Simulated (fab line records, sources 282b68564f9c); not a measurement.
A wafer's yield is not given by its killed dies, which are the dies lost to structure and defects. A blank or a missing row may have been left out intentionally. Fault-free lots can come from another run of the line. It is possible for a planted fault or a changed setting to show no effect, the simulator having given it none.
fab line records ; flow rit-cmos
record: lots: 13; wafers: 39; last-day: 7
route steps=202 shown CONTACT@168 M1@202
lots with no fault: from the same line, run without faults
start-h: the number of hours between the record's first day and the start of the first shown wafer of the lot ; wait-h: time in hours since the lot's previous step ; " as in the row above ; L1.1+2: one row covering several wafers at once ; - value missing, or start not given ; * or withheld: withheld ; < > ~ a bound
route shown NAME@n: names a module that has steps shown in the file, with the first one's number in the route ; usual: average and standard deviation across the fault-free wafers ; same: alike in all rows ; chamber/n: place in a boat ; sites: the reading at each site ; _std_site: standard deviation across them ; _edge_site: inner sites' mean taken away from outer sites' mean ; radius-mm: for every site, how far away it sits from the centre of the wafer ; mask NAME#n: copy n ; behind: the last tool/chamber to shape the wafer ; hold: reason for holding the lot/hours on hold/outcome of the hold ; device: names the non-switching transistor (n, p or np) ; end of line: the same wafers' tests at the end of the route ; for a step that has no rows: nothing shown but its recipe ; killed: dies that structure and defects cost at the first sort, which is not the same as the wafer's yield ; map: a wafer's dies, x killed, . not, _ none there
set.NAME: the setting as run; set.NAME@STEP: as run at that earlier step ; model.NAME: the simulator's own value behind a step, which no gauge read
one table for each step of the route and one row for each wafer, over a sample of lots
services: when a tool's chamber went out of use (start-h, in hours from the record's first day, below 0 if earlier), for how many hours, and the reason
== steps ==
step: RIT_CONTACT_CVD_00
recipe: material: SiO2; target-thk-nm: 400; precursor: TEOS; temp-c: 390; time-s: 61; rf-w: 400
usual: heater-power-w: 312/45; rf-fwd-power-W: 396.7/1.6
lot.wafer;tool;chamber;start-h;wait-h;heater-power-w;rf-fwd-power-W
L828.1;pecvd-04;1;53.33;0.1;296;395.8
L828.2;pecvd-04;0;53.33;0.1;329;398.4
L828.4;pecvd-04;2;53.33;0.1;324;398.4
L829.1;pecvd-02;1;59.65;0.1;270;398.8
L829.2;pecvd-02;0;59.65;0.1;370;397.8
L829.5;pecvd-02;0;59.65;0.1;376;395.6
L831.1;pecvd-04;2;71.91;0.1;330;399.0
L831.3;pecvd-04;0;71.91;0.1;402;393.8
L831.6;pecvd-04;0;71.91;0.1;410;394.5
L832.1;pecvd-02;0;76.58;0.1;352;396.9
L832.4;pecvd-02;1;76.58;0.1;273;394.7
L832.6;pecvd-02;2;76.58;0.1;335;396.8
L834.1;pecvd-04;2;86.96;0.1;349;397.7
L834.3;pecvd-04;0;86.96;0.1;413;397.5
L834.5;pecvd-04;0;86.96;0.1;322;397.5
L835.1;pecvd-02;1;90.67;0.1;289;396.5
L835.3;pecvd-02;0;90.67;0.1;352;397.9
L835.4;pecvd-02;2;90.67;0.1;311;394.7
L836.1;pecvd-01;1;96.41;0.1;298;399.1
L836.3;pecvd-01;0;96.41;0.1;279;396.4
L836.5;pecvd-01;1;96.41;0.1;300;397.8
L837.3;pecvd-04;2;101.36;0.0;283;398.2
L837.4;pecvd-04;1;101.36;0.0;324;397.5
L837.5;pecvd-04;0;101.36;0.0;357;397.2
L839.1;pecvd-01;2;108.71;0.1;254;396.5
L839.3;pecvd-01;0;108.71;0.1;257;394.8
L839.6;pecvd-01;1;108.71;0.1;269;399.1
L841.1;pecvd-02;0;117.07;0.1;373;394.2
L841.2;pecvd-02;2;117.07;0.1;302;395.8
L841.6;pecvd-02;1;117.07;0.1;268;396.9
L847.1;pecvd-01;1;152.57;0.1;269;399.7
L847.5;pecvd-01;1;152.57;0.1;287;399.0
L847.6;pecvd-01;0;152.57;0.1;244;394.7
L849.1;pecvd-04;1;158.54;0.1;339;395.4
L849.3;pecvd-04;0;158.54;0.1;319;396.0
L849.4;pecvd-04;1;158.54;0.1;349;396.6
L851.2;pecvd-01;0;168.05;0.0;207;393.2
L851.3;pecvd-01;2;168.05;0.0;285;394.9
L851.5;pecvd-01;2;168.05;0.0;308;394.4
step: RIT_CONTACT_THK_MEAS_01
recipe: reads: SiO2_of_CONTACT_CVD_00
usual: CONTACT_TEOS_THK: 400/5.5
lot.wafer;tool;chamber;start-h;wait-h;hold;CONTACT_TEOS_THK[nm]
L828.1;film-metro-04;-;53.38;0.0;-;399
L828.2;film-metro-04;-;53.38;0.0;-;391
L828.4;film-metro-04;-;53.38;0.0;-;395
L829.1;film-metro-03;-;59.70;0.0;-;394
L829.2;film-metro-03;-;59.70;0.0;-;394
L829.5;film-metro-03;-;59.70;0.0;-;402
L831.1;film-metro-04;-;71.96;0.0;-;388
L831.3;film-metro-04;-;71.96;0.0;-;394
L831.6;film-metro-04;-;71.96;0.0;-;406
L832.1;film-metro-01;-;76.63;0.0;-;395
L832.4;film-metro-01;-;76.63;0.0;-;404
L832.6;film-metro-01;-;76.63;0.0;-;405
L834.1;film-metro-04;-;87.01;0.0;-;396
L834.3;film-metro-04;-;87.01;0.0;-;403
L834.5;film-metro-04;-;87.01;0.0;-;409
L835.1;film-metro-01;-;90.72;0.0;-;400
L835.3;film-metro-01;-;90.72;0.0;-;398
L835.4;film-metro-01;-;90.72;0.0;-;414
L836.1;film-metro-03;-;96.46;0.0;-;397
L836.3;film-metro-03;-;96.46;0.0;-;401
L836.5;film-metro-03;-;96.46;0.0;-;405
L837.3;film-metro-04;-;101.43;0.0;-;395
L837.4;film-metro-04;-;101.43;0.0;-;407
L837.5;film-metro-04;-;101.43;0.0;-;405
L839.1;film-metro-04;-;108.76;0.0;-;389
L839.3;film-metro-04;-;108.76;0.0;-;401
L839.6;film-metro-04;-;108.76;0.0;-;400
L841.1;film-metro-03;-;117.12;0.0;await-dispo/0.2h/release;391
L841.2;film-metro-03;-;117.12;0.0;await-dispo/0.2h/release;696
L841.6;film-metro-03;-;117.12;0.0;await-dispo/0.2h/release;399
L841.1;film-metro-03;-;117.35;0.2;-;391
L841.2;film-metro-03;-;117.35;0.2;-;696
L841.6;film-metro-03;-;117.35;0.2;-;400
L847.1;film-metro-01;-;152.62;0.0;-;397
L847.5;film-metro-01;-;152.62;0.0;-;406
L847.6;film-metro-01;-;152.62;0.0;-;408
L849.1;film-metro-03;-;158.59;0.0;-;400
L849.3;film-metro-03;-;158.59;0.0;-;401
L849.4;film-metro-03;-;158.59;0.0;-;407
L851.2;film-metro-01;-;168.11;0.0;-;409
L851.3;film-metro-01;-;168.11;0.0;-;394
L851.5;film-metro-01;-;168.11;0.0;-;400
step: RIT_M1_PROBE_99
usual: killed_at_M0_to_M3: 0.0/0.083; killed-at-contacts: 0.1/0.35; killed-at-front-end: 6.9/2.8; killed-dies: 7.0/2.8; killed-on-rim: 1.8/1.3; killed-open: 3.4/2; killed-short: 3.5/2.1
same: gross-dies: 264; killed_at_M4_up: 0; killed-at-back-side: 0; killed-at-other: 0
lot.wafer;tool;chamber;start-h;wait-h;hold;killed_at_M0_to_M3;killed-at-contacts;killed-at-front-end;killed-dies;killed-on-rim;killed-open;killed-short
L828.1;prober-01;-;60.12;0.1;-;0;1;3;4;2;2;2
L828.2;prober-01;-;60.17;0.1;-;0;0;10;10;2;5;5
L828.4;prober-01;-;60.27;0.2;-;0;0;4;4;1;1;3
L829.1;prober-02;-;65.90;0.1;-;0;0;13;13;4;4;9
L829.2;prober-02;-;65.95;0.1;-;0;0;5;5;3;0;5
L829.5;prober-02;-;66.10;0.2;-;0;0;13;13;2;6;7
L831.1;prober-02;-;78.25;0.1;-;0;0;4;4;1;3;1
L831.3;prober-02;-;78.35;0.2;-;0;0;8;8;2;7;1
L831.6;prober-02;-;78.50;0.2;-;0;0;7;7;2;4;3
L832.1;prober-01;-;83.06;0.1;-;0;0;7;7;2;0;7
L832.4;prober-01;-;83.21;0.2;-;0;0;9;9;0;4;5
L832.6;prober-01;-;83.31;0.2;-;0;0;7;7;1;5;2
L834.1;prober-01;-;93.43;0.1;-;0;0;6;6;3;1;5
L834.3;prober-01;-;93.53;0.2;-;0;0;5;5;2;1;4
L834.5;prober-01;-;93.63;0.2;-;0;1;10;11;4;4;7
L835.1;prober-02;-;96.98;0.1;-;0;0;6;6;1;3;3
L835.3;prober-02;-;97.08;0.2;-;0;0;10;10;2;2;8
L835.4;prober-02;-;97.13;0.2;-;0;0;6;6;2;3;3
L836.1;prober-01;-;102.73;0.1;-;0;0;8;8;4;5;3
L836.3;prober-01;-;102.83;0.2;-;0;0;5;5;2;3;2
L836.5;prober-01;-;102.93;0.2;-;0;1;5;6;1;4;2
L837.3;prober-02;-;108.45;0.2;-;0;0;6;6;1;3;3
L837.4;prober-02;-;108.50;0.2;-;0;0;3;3;0;2;1
L837.5;prober-02;-;108.55;0.2;-;0;0;8;8;2;4;4
L839.1;prober-02;-;115.24;0.1;-;0;0;6;6;1;3;3
L839.3;prober-02;-;115.34;0.2;-;0;0;4;4;0;3;1
L839.6;prober-02;-;115.49;0.2;-;0;0;4;4;0;1;3
L841.1;prober-02;-;127.27;0.1;await-dispo/1.6h/release;1;0;2;3;1;1;2
L841.2;prober-02;-;127.32;0.1;await-dispo/1.6h/release;0;260;4;264;70;2;3
L841.6;prober-02;-;127.52;0.2;await-dispo/1.6h/release;0;0;6;6;2;2;4
L847.1;prober-01;-;159.98;0.1;-;0;0;7;7;3;1;6
L847.5;prober-01;-;160.18;0.2;-;0;0;7;7;2;3;4
L847.6;prober-01;-;160.23;0.2;-;0;0;9;9;4;4;5
L849.1;prober-02;-;165.06;0.1;-;0;1;13;14;3;4;10
L849.3;prober-02;-;165.16;0.2;-;0;0;6;6;1;3;3
L849.4;prober-02;-;165.21;0.2;-;0;0;7;7;2;3;4
L851.2;prober-02;-;174.46;0.1;-;0;0;3;3;0;0;3
L851.3;prober-02;-;174.51;0.2;-;0;0;10;10;4;5;5
L851.5;prober-02;-;174.61;0.2;-;0;0;5;5;2;1;4
killed by level:class
L828.1 GATE:geometric-particle:open=2 GATE:geometric-particle:short=1 CONTACT:geometric-particle:short=1
L828.2 GATE:geometric-particle:short=3 SPACER:geometric-particle:open=3 GATE:geometric-particle:open=2 SPACER:geometric-particle:short=2
L828.4 GATE:geometric-particle:short=2 GATE:geometric-particle:open=1 SPACER:geometric-particle:short=1
L829.1 GATE:geometric-particle:short=4 GATE:geometric-particle:open=3 SPACER:geometric-particle:short=3 FOX1:geometric-particle:short=1 REOX:geometric-particle:short=1 SPACER:geometric-particle:open=1
L829.2 GATE:geometric-particle:short=2 SILICIDE:geometric-particle:short=2 FOX1:geometric-particle:short=1
L829.5 FOX1:geometric-particle:short=3 FOX1:geometric-particle:open=3 GATE:geometric-particle:open=2 GATE:geometric-particle:short=2 SPACER:geometric-particle:short=2 SPACER:geometric-particle:open=1
L831.1 GATE:geometric-particle:open=2 GATE:geometric-particle:short=1 REOX:geometric-particle:open=1
L831.3 GATE:geometric-particle:open=4 FOX2:geometric-particle:open=1 REOX:geometric-particle:open=1 REOX:geometric-particle:short=1 SPACER:geometric-particle:open=1
L831.6 REOX:geometric-particle:open=3 FOX1:geometric-particle:short=1 FOX2:geometric-particle:short=1 GATE:geometric-particle:open=1 SILICIDE:geometric-particle:short=1
L832.1 FOX1:geometric-particle:short=2 GATE:geometric-particle:short=2 FOX2:geometric-particle:short=1 REOX:geometric-particle:short=1 SILICIDE:geometric-particle:short=1
L832.4 GATE:geometric-particle:short=3 REOX:geometric-particle:open=2 FOX1:geometric-particle:short=1 FOX1:geometric-particle:open=1 GATE:geometric-particle:open=1 REOX:geometric-particle:short=1
L832.6 FOX2:geometric-particle:open=2 GATE:geometric-particle:short=2 SILICIDE:geometric-particle:open=2 REOX:geometric-particle:open=1
L834.1 SPACER:geometric-particle:short=3 REOX:geometric-particle:short=1 FOX2:geometric-particle:short=1 GATE:geometric-particle:open=1
L834.3 GATE:geometric-particle:short=3 GATE:geometric-particle:open=1 SPACER:geometric-particle:short=1
L834.5 GATE:geometric-particle:short=2 GATE:geometric-particle:open=2 SPACER:geometric-particle:short=2 SILICIDE:geometric-particle:short=2 SPACER:geometric-particle:open=1 SILICIDE:geometric-particle:open=1 CONTACT:geometric-particle:short=1
L835.1 GATE:geometric-particle:short=1 GATE:geometric-particle:open=1 REOX:geometric-particle:short=1 SPACER:geometric-particle:short=1 SPACER:geometric-particle:open=1 SILICIDE:geometric-particle:open=1
L835.3 GATE:geometric-particle:short=4 SILICIDE:geometric-particle:short=3 FOX1:geometric-particle:short=1 GATE:geometric-particle:open=1 SILICIDE:geometric-particle:open=1
L835.4 REOX:geometric-particle:short=2 GATE:geometric-particle:short=1 GATE:geometric-particle:open=1 REOX:geometric-particle:open=1 SPACER:geometric-particle:open=1
L836.1 SPACER:geometric-particle:open=3 FOX1:geometric-particle:open=1 FOX1:geometric-particle:short=1 GATE:geometric-particle:short=1 REOX:geometric-particle:open=1 SILICIDE:geometric-particle:short=1
L836.3 REOX:geometric-particle:open=2 SPACER:geometric-particle:short=2 GATE:geometric-particle:open=1
L836.5 FOX1:geometric-particle:open=1 FOX1:geometric-particle:short=1 GATE:geometric-particle:open=1 GATE:geometric-particle:short=1 REOX:geometric-particle:open=1 CONTACT:geometric-particle:open=1
L837.3 GATE:geometric-particle:short=3 GATE:geometric-particle:open=1 REOX:geometric-particle:open=1 SPACER:geometric-particle:open=1
L837.4 GATE:geometric-particle:open=1 GATE:geometric-particle:short=1 SPACER:geometric-particle:open=1
L837.5 REOX:geometric-particle:open=3 GATE:geometric-particle:short=2 GATE:geometric-particle:open=1 REOX:geometric-particle:short=1 SPACER:geometric-particle:short=1
L839.1 GATE:geometric-particle:open=2 GATE:geometric-particle:short=1 REOX:geometric-particle:short=1 REOX:geometric-particle:open=1 SPACER:geometric-particle:short=1
L839.3 FOX1:geometric-particle:short=1 FOX2:geometric-particle:open=1 SPACER:geometric-particle:open=1 SILICIDE:geometric-particle:open=1
L839.6 SILICIDE:geometric-particle:short=2 FOX1:geometric-particle:short=1 SILICIDE:geometric-particle:open=1
L841.1 FOX2:geometric-particle:short=1 GATE:geometric-particle:open=1 M1:geometric-particle:short=1
L841.2 CONTACT:area-etch=259 FOX1:geometric-particle:short=1 GATE:geometric-particle:open=1 REOX:geometric-particle:open=1 REOX:geometric-particle:short=1 CONTACT:geometric-particle:short=1
L841.6 FOX1:geometric-particle:short=1 FOX2:geometric-particle:short=1 GATE:geometric-particle:short=1 GATE:geometric-particle:open=1 REOX:geometric-particle:open=1 REOX:geometric-particle:short=1
L847.1 GATE:geometric-particle:short=3 FOX1:geometric-particle:short=1 REOX:geometric-particle:short=1 SPACER:geometric-particle:open=1 SPACER:geometric-particle:short=1
L847.5 GATE:geometric-particle:open=3 FOX1:geometric-particle:short=2 GATE:geometric-particle:short=1 SPACER:geometric-particle:short=1
L847.6 GATE:geometric-particle:short=3 GATE:geometric-particle:open=3 FOX1:geometric-particle:short=1 FOX1:geometric-particle:open=1 REOX:geometric-particle:short=1
L849.1 SPACER:geometric-particle:short=4 GATE:geometric-particle:short=2 SILICIDE:geometric-particle:open=2 ACTIVE:geometric-particle:short=1 FOX1:geometric-particle:short=1 FOX2:geometric-particle:short=1 FOX2:geometric-particle:open=1 SPACER:geometric-particle:open=1
L849.3 REOX:geometric-particle:open=2 FOX2:geometric-particle:short=1 GATE:geometric-particle:open=1 REOX:geometric-particle:short=1 SILICIDE:geometric-particle:short=1
L849.4 GATE:geometric-particle:open=3 FOX1:geometric-particle:short=1 GATE:geometric-particle:short=1 SPACER:geometric-particle:short=1 SILICIDE:geometric-particle:short=1
L851.2 FOX1:geometric-particle:short=1 GATE:geometric-particle:short=1 SILICIDE:geometric-particle:short=1
L851.3 GATE:geometric-particle:short=3 GATE:geometric-particle:open=3 FOX1:geometric-particle:short=2 FOX1:geometric-particle:open=1 SILICIDE:geometric-particle:open=1
L851.5 GATE:geometric-particle:short=2 REOX:geometric-particle:short=2 FOX1:geometric-particle:open=1
== services ==
tool;chamber;start-h;hours;kind
pecvd-01;0;35.33;13.7;repair
pecvd-01;-;51.26;2.5;repair
pecvd-02;0;120.30;10.8;repair
pecvd-02;-;155.22;2.0;repair
pecvd-01;2;160.34;-;calibration
== key ==
first-sign: step: RIT_CONTACT_THK_MEAS_01; reading: visit; direction: added
effect: step: RIT_CONTACT_THK_MEAS_01; reading: CONTACT_TEOS_THK; direction: up; sigmas: 54; usual: 400; struck: 696
effect: step: RIT_M1_PROBE_99; reading: killed-at-contacts; direction: up; sigmas: 99+; usual: 0.1; struck: 260
more-kills-born-at: RIT_CONTACT_ETCH_11@rie-diel-04: 259
met-at RIT_CONTACT_CVD_00
struck-lots L841
struck-wafers L841.2
later-rows-left-out L841.2
tester-left-out L841
onset-between 90.67 117.07
fault: kind: process-parameter-drift; tool: pecvd-02; chamber: 2; onset-h: 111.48; steps: RIT_CONTACT_CVD_00; channel: target-thk-nm; offset: 304.75; shape: step; end-h: 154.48; stated: 400
tester-left-out: of these lots the tester's yield and bins aren't shown, on N5 and GAA mostly nor the transistor test; their killed dies are dies lost to structure and defects alone, not to doping, threshold or leakage, so they don't give the yield
later-rows-left-out: the simulator's readings of these wafers behind a module that went badly wrong aren't trusted and aren't shown, but for the sort
